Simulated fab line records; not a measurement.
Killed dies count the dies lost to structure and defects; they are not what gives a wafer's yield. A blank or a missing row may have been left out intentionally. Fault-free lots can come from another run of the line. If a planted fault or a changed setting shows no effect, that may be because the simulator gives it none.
Which tool did it? || flow berkeley_cmos170 || 14 lots with 42 wafers sampled at 6 steps, on a route of 331 steps

## WHAT THE GAUGES SHOWED, per wafer
UCB170_V1_OVL_MEAS_13. Usual: for V1_OVL the level is -2 nm and the standard deviation is 6.
{"lot": "L320", "measured": "day 8 02:39", "on": "overlay-01", "V1_OVL (nm)": "12 0 3", "flag": ""}
{"lot": "L321", "measured": "day 8 05:47", "on": "overlay-01", "V1_OVL (nm)": "6 -1 -9", "flag": ""}
{"lot": "L322", "measured": "day 8 06:03", "on": "overlay-02", "V1_OVL (nm)": "-6 -7 4", "flag": ""}
{"lot": "L323", "measured": "day 9 01:56", "on": "overlay-01", "V1_OVL (nm)": "-4 1 -8", "flag": ""}
{"lot": "L324", "measured": "day 9 03:07", "on": "overlay-01", "V1_OVL (nm)": "-3 1 1", "flag": ""}
{"lot": "L326", "measured": "day 9 03:14", "on": "overlay-02", "V1_OVL (nm)": "-12 -11 -2", "flag": ""}
{"lot": "L325", "measured": "day 9 04:55", "on": "overlay-01", "V1_OVL (nm)": "-4 -2 -8", "flag": ""}
{"lot": "L330", "measured": "day 10 02:02", "on": "overlay-02", "V1_OVL (nm)": "-6 -5 -4", "flag": ""}
{"lot": "L332", "measured": "day 10 19:23", "on": "overlay-01", "V1_OVL (nm)": "-3 0 3", "flag": ""}
{"lot": "L333", "measured": "day 10 19:56", "on": "overlay-02", "V1_OVL (nm)": "-9 -17 -5", "flag": ""}
{"lot": "L335", "measured": "day 11 17:31", "on": "overlay-01", "V1_OVL (nm)": "-2 5 -6", "flag": ""}
{"lot": "L337", "measured": "day 11 18:16", "on": "overlay-01", "V1_OVL (nm)": "4 -4 -9", "flag": ""}
{"lot": "L340", "measured": "day 12 12:57", "on": "overlay-01", "V1_OVL (nm)": "-12 -1 -15", "flag": ""}
{"lot": "L339", "measured": "day 12 16:42", "on": "overlay-02", "V1_OVL (nm)": "-1 -3 -4", "flag": ""}

UCB170_M2_THK_MEAS_03: measures by xrf. Usual: for M2_AL_THK the level is 876 nm and the standard deviation is 9.3.
{"lot": "L320", "measured": "day 8 03:22", "on": "film_metro-04", "M2_AL_THK (nm)": "862 870 875", "flag": ""}
{"lot": "L321", "measured": "day 8 06:30", "on": "film_metro-02", "M2_AL_THK (nm)": "865 875 868", "flag": ""}
{"lot": "L322", "measured": "day 8 06:45", "on": "film_metro-03", "M2_AL_THK (nm)": "880 889 880", "flag": ""}
{"lot": "L323", "measured": "day 9 02:39", "on": "film_metro-03", "M2_AL_THK (nm)": "882 866 869", "flag": ""}
{"lot": "L324", "measured": "day 9 03:50", "on": "film_metro-04", "M2_AL_THK (nm)": "877 878 886", "flag": ""}
{"lot": "L326", "measured": "day 9 03:56", "on": "film_metro-02", "M2_AL_THK (nm)": "885 891 890", "flag": ""}
{"lot": "L325", "measured": "day 9 05:39", "on": "film_metro-02", "M2_AL_THK (nm)": "883 869 876", "flag": ""}
{"lot": "L330", "measured": "day 10 02:45", "on": "film_metro-04", "M2_AL_THK (nm)": "885 888 882", "flag": ""}
{"lot": "L332", "measured": "day 10 20:06", "on": "film_metro-02", "M2_AL_THK (nm)": "860 869 865", "flag": ""}
{"lot": "L333", "measured": "day 10 20:39", "on": "film_metro-03", "M2_AL_THK (nm)": "866 855 867", "flag": ""}
{"lot": "L335", "measured": "day 11 18:14", "on": "film_metro-02", "M2_AL_THK (nm)": "879 874 890", "flag": ""}
{"lot": "L337", "measured": "day 11 18:59", "on": "film_metro-02", "M2_AL_THK (nm)": "853 865 860", "flag": ""}
{"lot": "L340", "measured": "day 12 13:40", "on": "film_metro-04", "M2_AL_THK (nm)": "880 870 870", "flag": ""}
{"lot": "L339", "measured": "day 12 17:25", "on": "film_metro-02", "M2_AL_THK (nm)": "871 876 863", "flag": ""}

UCB170_M2_CD_MEAS_90: target cd 700 nm. Usual: cd_nm at 699.8 nm, with a standard deviation of 2.4.
{"lot": "L320", "measured": "day 8 05:52", "on": "cd_sem-01", "cd_nm (nm)": "702.6 699.9 700.7", "flag": ""}
{"lot": "L321", "measured": "day 8 08:46", "on": "cd_sem-01", "cd_nm (nm)": "693.6 696.6 697.9", "flag": ""}
{"lot": "L322", "measured": "day 8 08:59", "on": "cd_sem-02", "cd_nm (nm)": "699.2 703.2 699.5", "flag": ""}
{"lot": "L323", "measured": "day 9 05:12", "on": "cd_sem-02", "cd_nm (nm)": "700.8 701.2 697.9", "flag": ""}
{"lot": "L324", "measured": "day 9 06:07", "on": "cd_sem-02", "cd_nm (nm)": "703.9 700.7 703.6", "flag": ""}
{"lot": "L326", "measured": "day 9 06:34", "on": "cd_sem-02", "cd_nm (nm)": "700.2 701.2 698.5", "flag": ""}
{"lot": "L325", "measured": "day 9 07:58", "on": "cd_sem-02", "cd_nm (nm)": "699.1 700.6 702.2", "flag": ""}
{"lot": "L330", "measured": "day 10 05:35", "on": "cd_sem-02", "cd_nm (nm)": "709.9 705.8 708.7", "flag": "OFF"}
{"lot": "L332", "measured": "day 10 22:41", "on": "cd_sem-02", "cd_nm (nm)": "712.5 712.0 710.0", "flag": "OFF"}
{"lot": "L333", "measured": "day 10 23:38", "on": "cd_sem-01", "cd_nm (nm)": "698.9 697.3 698.9", "flag": ""}
{"lot": "L335", "measured": "day 11 21:23", "on": "cd_sem-02", "cd_nm (nm)": "701.3 701.9 700.6", "flag": ""}
{"lot": "L337", "measured": "day 11 22:11", "on": "cd_sem-01", "cd_nm (nm)": "699.8 699.8 699.3", "flag": ""}
{"lot": "L340", "measured": "day 12 15:59", "on": "cd_sem-02", "cd_nm (nm)": "701.0 697.9 695.6", "flag": ""}
{"lot": "L339", "measured": "day 12 20:56", "on": "cd_sem-02", "cd_nm (nm)": "697.1 698.4 699.7", "flag": ""}

## WHICH TOOL RAN EACH LOT (tool, then ch and the chambers of the sampled wafers, then the start)
{"lot": "L320", "UCB170_V1_STRIP_15": "plasma_asher-04 ch 0,1, day 8 02:53", "UCB170_M2_METAL_ETCH_18": "rie_metal-01 ch 0,1, day 8 05:34", "UCB170_M2_STRIP_19": "plasma_asher-01 ch 0,1, day 8 05:46"}
{"lot": "L321", "UCB170_V1_STRIP_15": "plasma_asher-04 ch 0,1, day 8 06:01", "UCB170_M2_METAL_ETCH_18": "rie_metal-02 ch 0,1, day 8 08:29", "UCB170_M2_STRIP_19": "plasma_asher-03 ch 0,1, day 8 08:39"}
{"lot": "L322", "UCB170_V1_STRIP_15": "plasma_asher-04 ch 0,1, day 8 06:16", "UCB170_M2_METAL_ETCH_18": "rie_metal-01 ch 0,1, day 8 08:42", "UCB170_M2_STRIP_19": "plasma_asher-01 ch 0,1, day 8 08:53"}
{"lot": "L323", "UCB170_V1_STRIP_15": "plasma_asher-04 ch 0,1, day 9 02:10", "UCB170_M2_METAL_ETCH_18": "rie_metal-01 ch 0,1, day 9 04:53", "UCB170_M2_STRIP_19": "plasma_asher-01 ch 0,1, day 9 05:05"}
{"lot": "L324", "UCB170_V1_STRIP_15": "plasma_asher-04 ch 0,1, day 9 03:20", "UCB170_M2_METAL_ETCH_18": "rie_metal-04 ch 0,1, day 9 05:50", "UCB170_M2_STRIP_19": "plasma_asher-03 ch 0,1, day 9 06:01"}
{"lot": "L326", "UCB170_V1_STRIP_15": "plasma_asher-01 ch 1, day 9 03:27", "UCB170_M2_METAL_ETCH_18": "rie_metal-02 ch 1, day 9 06:17", "UCB170_M2_STRIP_19": "plasma_asher-02 ch 0,1, day 9 06:28"}
{"lot": "L325", "UCB170_V1_STRIP_15": "plasma_asher-02 ch 0,1, day 9 05:08", "UCB170_M2_METAL_ETCH_18": "rie_metal-04 ch 0,1, day 9 07:40", "UCB170_M2_STRIP_19": "plasma_asher-02 ch 0,1, day 9 07:52"}
{"lot": "L330", "UCB170_V1_STRIP_15": "plasma_asher-04 ch 0,1, day 10 02:17", "UCB170_M2_METAL_ETCH_18": "rie_metal-01 ch 0,1, day 10 05:19", "UCB170_M2_STRIP_19": "plasma_asher-01 ch 0,1, day 10 05:28"}
{"lot": "L332", "UCB170_V1_STRIP_15": "plasma_asher-01 ch 0,1, day 10 19:36", "UCB170_M2_METAL_ETCH_18": "rie_metal-01 ch 0, day 10 22:15", "UCB170_M2_STRIP_19": "plasma_asher-01 ch 0,1, day 10 22:34"}
{"lot": "L333", "UCB170_V1_STRIP_15": "plasma_asher-01 ch 0,1, day 10 20:09", "UCB170_M2_METAL_ETCH_18": "rie_metal-04 ch 1, day 10 23:20", "UCB170_M2_STRIP_19": "plasma_asher-01 ch 0, day 10 23:31"}
{"lot": "L335", "UCB170_V1_STRIP_15": "plasma_asher-01 ch 0,1, day 11 17:44", "UCB170_M2_METAL_ETCH_18": "rie_metal-02 ch 0,1, day 11 21:04", "UCB170_M2_STRIP_19": "plasma_asher-03 ch 0,1, day 11 21:16"}
{"lot": "L337", "UCB170_V1_STRIP_15": "plasma_asher-04 ch 0,1, day 11 18:29", "UCB170_M2_METAL_ETCH_18": "rie_metal-04 ch 0,1, day 11 21:54", "UCB170_M2_STRIP_19": "plasma_asher-01 ch 1, day 11 22:05"}
{"lot": "L340", "UCB170_V1_STRIP_15": "plasma_asher-02 ch 0,1, day 12 13:11", "UCB170_M2_METAL_ETCH_18": "rie_metal-04 ch 0,1, day 12 15:43", "UCB170_M2_STRIP_19": "plasma_asher-01 ch 0,1, day 12 15:53"}
{"lot": "L339", "UCB170_V1_STRIP_15": "plasma_asher-02 ch 0,1, day 12 16:55", "UCB170_M2_METAL_ETCH_18": "rie_metal-02 ch 0,1, day 12 20:39", "UCB170_M2_STRIP_19": "plasma_asher-01 ch 0,1, day 12 20:50"}
- UCB170_V1_STRIP_15: strips in O2.
- UCB170_M2_METAL_ETCH_18: etches Al in Cl2/BCl3, stops on SiO2, target depth 1170 nm, time 195 s.
- UCB170_M2_STRIP_19: strips in O2.

## WHAT THE TOOLS THEMSELVES READ (means of the sampled wafers that have a number; where no wafer has one, the mark that the record gives instead)
UCB170_V1_STRIP_15. Usual: drypump_motor_current_A 6.08 A, standard deviation 0.25; oes_product_au 0.722 a.u., standard deviation 0.0043; strip_time_to_endpoint_s 15.33 s, standard deviation 0.084.
{"lot": "L320", "tool": "plasma_asher-04", "drypump_motor_current_A (A)": 5.93, "oes_product_au (a.u.)": 0.721, "strip_time_to_endpoint_s (s)": 15.34, "flag": ""}
{"lot": "L321", "tool": "plasma_asher-04", "drypump_motor_current_A (A)": 5.94, "oes_product_au (a.u.)": 0.723, "strip_time_to_endpoint_s (s)": 15.33, "flag": ""}
{"lot": "L322", "tool": "plasma_asher-04", "drypump_motor_current_A (A)": 5.92, "oes_product_au (a.u.)": 0.720, "strip_time_to_endpoint_s (s)": 15.24, "flag": ""}
{"lot": "L323", "tool": "plasma_asher-04", "drypump_motor_current_A (A)": 6.12, "oes_product_au (a.u.)": 0.723, "strip_time_to_endpoint_s (s)": 15.38, "flag": ""}
{"lot": "L324", "tool": "plasma_asher-04", "drypump_motor_current_A (A)": 6.15, "oes_product_au (a.u.)": 0.724, "strip_time_to_endpoint_s (s)": 15.36, "flag": ""}
{"lot": "L326", "tool": "plasma_asher-01", "drypump_motor_current_A (A)": 6.21, "oes_product_au (a.u.)": 0.723, "strip_time_to_endpoint_s (s)": 15.31, "flag": ""}
{"lot": "L325", "tool": "plasma_asher-02", "drypump_motor_current_A (A)": 6.23, "oes_product_au (a.u.)": 0.719, "strip_time_to_endpoint_s (s)": 15.39, "flag": ""}
{"lot": "L330", "tool": "plasma_asher-04", "drypump_motor_current_A (A)": 5.93, "oes_product_au (a.u.)": 0.722, "strip_time_to_endpoint_s (s)": 15.42, "flag": ""}
{"lot": "L332", "tool": "plasma_asher-01", "drypump_motor_current_A (A)": 6.12, "oes_product_au (a.u.)": 0.720, "strip_time_to_endpoint_s (s)": 15.29, "flag": ""}
{"lot": "L333", "tool": "plasma_asher-01", "drypump_motor_current_A (A)": 6.12, "oes_product_au (a.u.)": 0.725, "strip_time_to_endpoint_s (s)": 15.31, "flag": ""}
{"lot": "L335", "tool": "plasma_asher-01", "drypump_motor_current_A (A)": 6.14, "oes_product_au (a.u.)": 0.721, "strip_time_to_endpoint_s (s)": 15.40, "flag": ""}
{"lot": "L337", "tool": "plasma_asher-04", "drypump_motor_current_A (A)": 6.16, "oes_product_au (a.u.)": 0.722, "strip_time_to_endpoint_s (s)": 15.27, "flag": ""}
{"lot": "L340", "tool": "plasma_asher-02", "drypump_motor_current_A (A)": 6.24, "oes_product_au (a.u.)": 0.719, "strip_time_to_endpoint_s (s)": 15.22, "flag": ""}
{"lot": "L339", "tool": "plasma_asher-02", "drypump_motor_current_A (A)": 6.22, "oes_product_au (a.u.)": 0.718, "strip_time_to_endpoint_s (s)": 15.32, "flag": ""}

UCB170_M2_METAL_ETCH_18. Usual: drypump_motor_current_A 5.8 A, standard deviation 0.32; oes_product_au 0.850 a.u., standard deviation 0.014; throttle_valve_pct 24.33 %, standard deviation 0.14.
{"lot": "L320", "tool": "rie_metal-01", "drypump_motor_current_A (A)": 5.6, "oes_product_au (a.u.)": 0.855, "throttle_valve_pct (%)": 24.30, "flag": ""}
{"lot": "L321", "tool": "rie_metal-02", "drypump_motor_current_A (A)": 5.7, "oes_product_au (a.u.)": 0.830, "throttle_valve_pct (%)": 24.45, "flag": ""}
{"lot": "L322", "tool": "rie_metal-01", "drypump_motor_current_A (A)": 5.7, "oes_product_au (a.u.)": 0.863, "throttle_valve_pct (%)": 24.28, "flag": ""}
{"lot": "L323", "tool": "rie_metal-01", "drypump_motor_current_A (A)": 5.6, "oes_product_au (a.u.)": 0.857, "throttle_valve_pct (%)": 24.23, "flag": ""}
{"lot": "L324", "tool": "rie_metal-04", "drypump_motor_current_A (A)": 6.3, "oes_product_au (a.u.)": 0.851, "throttle_valve_pct (%)": 24.39, "flag": ""}
{"lot": "L326", "tool": "rie_metal-02", "drypump_motor_current_A (A)": 5.7, "oes_product_au (a.u.)": 0.833, "throttle_valve_pct (%)": 24.52, "flag": ""}
{"lot": "L325", "tool": "rie_metal-04", "drypump_motor_current_A (A)": 6.1, "oes_product_au (a.u.)": 0.853, "throttle_valve_pct (%)": 24.43, "flag": ""}
{"lot": "L330", "tool": "rie_metal-01", "drypump_motor_current_A (A)": 5.6, "oes_product_au (a.u.)": 0.972, "throttle_valve_pct (%)": 24.23, "flag": "OFF"}
{"lot": "L332", "tool": "rie_metal-01", "drypump_motor_current_A (A)": 5.7, "oes_product_au (a.u.)": 0.966, "throttle_valve_pct (%)": 24.29, "flag": "OFF"}
{"lot": "L333", "tool": "rie_metal-04", "drypump_motor_current_A (A)": 5.8, "oes_product_au (a.u.)": 0.851, "throttle_valve_pct (%)": 24.49, "flag": ""}
{"lot": "L335", "tool": "rie_metal-02", "drypump_motor_current_A (A)": 5.8, "oes_product_au (a.u.)": 0.846, "throttle_valve_pct (%)": 24.36, "flag": ""}
{"lot": "L337", "tool": "rie_metal-04", "drypump_motor_current_A (A)": 6.0, "oes_product_au (a.u.)": 0.845, "throttle_valve_pct (%)": 24.43, "flag": ""}
{"lot": "L340", "tool": "rie_metal-04", "drypump_motor_current_A (A)": 6.1, "oes_product_au (a.u.)": 0.855, "throttle_valve_pct (%)": 24.43, "flag": ""}
{"lot": "L339", "tool": "rie_metal-02", "drypump_motor_current_A (A)": 5.8, "oes_product_au (a.u.)": 0.842, "throttle_valve_pct (%)": 24.37, "flag": ""}

UCB170_M2_STRIP_19. Usual: drypump_motor_current_A 6.05 A, standard deviation 0.16; oes_product_au 0.537 a.u., standard deviation 0.01.
{"lot": "L320", "tool": "plasma_asher-01", "drypump_motor_current_A (A)": 6.12, "oes_product_au (a.u.)": 0.528, "flag": ""}
{"lot": "L321", "tool": "plasma_asher-03", "drypump_motor_current_A (A)": 5.96, "oes_product_au (a.u.)": 0.556, "flag": ""}
{"lot": "L322", "tool": "plasma_asher-01", "drypump_motor_current_A (A)": 6.06, "oes_product_au (a.u.)": 0.526, "flag": ""}
{"lot": "L323", "tool": "plasma_asher-01", "drypump_motor_current_A (A)": 6.03, "oes_product_au (a.u.)": 0.540, "flag": ""}
{"lot": "L324", "tool": "plasma_asher-03", "drypump_motor_current_A (A)": 5.98, "oes_product_au (a.u.)": 0.529, "flag": ""}
{"lot": "L326", "tool": "plasma_asher-02", "drypump_motor_current_A (A)": 6.22, "oes_product_au (a.u.)": 0.541, "flag": ""}
{"lot": "L325", "tool": "plasma_asher-02", "drypump_motor_current_A (A)": 6.24, "oes_product_au (a.u.)": 0.544, "flag": ""}
{"lot": "L330", "tool": "plasma_asher-01", "drypump_motor_current_A (A)": 6.13, "oes_product_au (a.u.)": 0.658, "flag": "OFF"}
{"lot": "L332", "tool": "plasma_asher-01", "drypump_motor_current_A (A)": 6.13, "oes_product_au (a.u.)": 0.660, "flag": "OFF"}
{"lot": "L333", "tool": "plasma_asher-01", "drypump_motor_current_A (A)": 5.92, "oes_product_au (a.u.)": 0.529, "flag": ""}
{"lot": "L335", "tool": "plasma_asher-03", "drypump_motor_current_A (A)": 5.96, "oes_product_au (a.u.)": 0.547, "flag": ""}
{"lot": "L337", "tool": "plasma_asher-01", "drypump_motor_current_A (A)": 6.23, "oes_product_au (a.u.)": 0.531, "flag": ""}
{"lot": "L340", "tool": "plasma_asher-01", "drypump_motor_current_A (A)": 6.01, "oes_product_au (a.u.)": 0.535, "flag": ""}
{"lot": "L339", "tool": "plasma_asher-01", "drypump_motor_current_A (A)": 6.11, "oes_product_au (a.u.)": 0.545, "flag": ""}

## THE ANSWER, worked out from the rows above alone
Rule: a lot counts as off when the mean over its wafers that have a number is more than 3 standard deviations away from the usual mean. A lot without any number at a reading at which 4 lots or more have one is off too. Where the step has rows for the other lots, those lots are counted as sound. Order of review: gauges by route order, followed by the tools' own readings, for which a lot's mean as printed above is used. The first step at which some lot is off is used, and at that step the reading that is off furthest; a lot without a number counts as furthest.
Off at UCB170_M2_CD_MEAS_90 (cd_nm): L330, L332.
A tool fits if, at a process step before that reading, it ran every lot that is off, and no sound lot after the first of them. The gauges at UCB170_M2_CD_MEAS_90 aren't tried: what is off there is off at UCB170_M2_METAL_ETCH_18 too, on other tools, and a gauge's error can't cause that. One fits: UCB170_M2_METAL_ETCH_18 on rie_metal-01. Its last sound lot is L323 (day 9 04:53), its first lot that is off L330 (day 10 05:19): a fault that began between those two fits.
On the lots that are off, the tool's own readings at UCB170_M2_METAL_ETCH_18 differ by more than 5 times the standard deviation of the sound lots' means, which bears it out; oes_product_au reads 0.969 a.u. there versus 0.848 a.u. on the sound lots.

## WHAT THE SIMULATOR HAD INSERTED
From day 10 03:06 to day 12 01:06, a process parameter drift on rie_metal-01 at UCB170_M2_METAL_ETCH_18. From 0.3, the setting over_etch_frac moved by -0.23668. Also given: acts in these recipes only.
Shown lots that were struck: L330, L332. This agrees with what the rule above found.
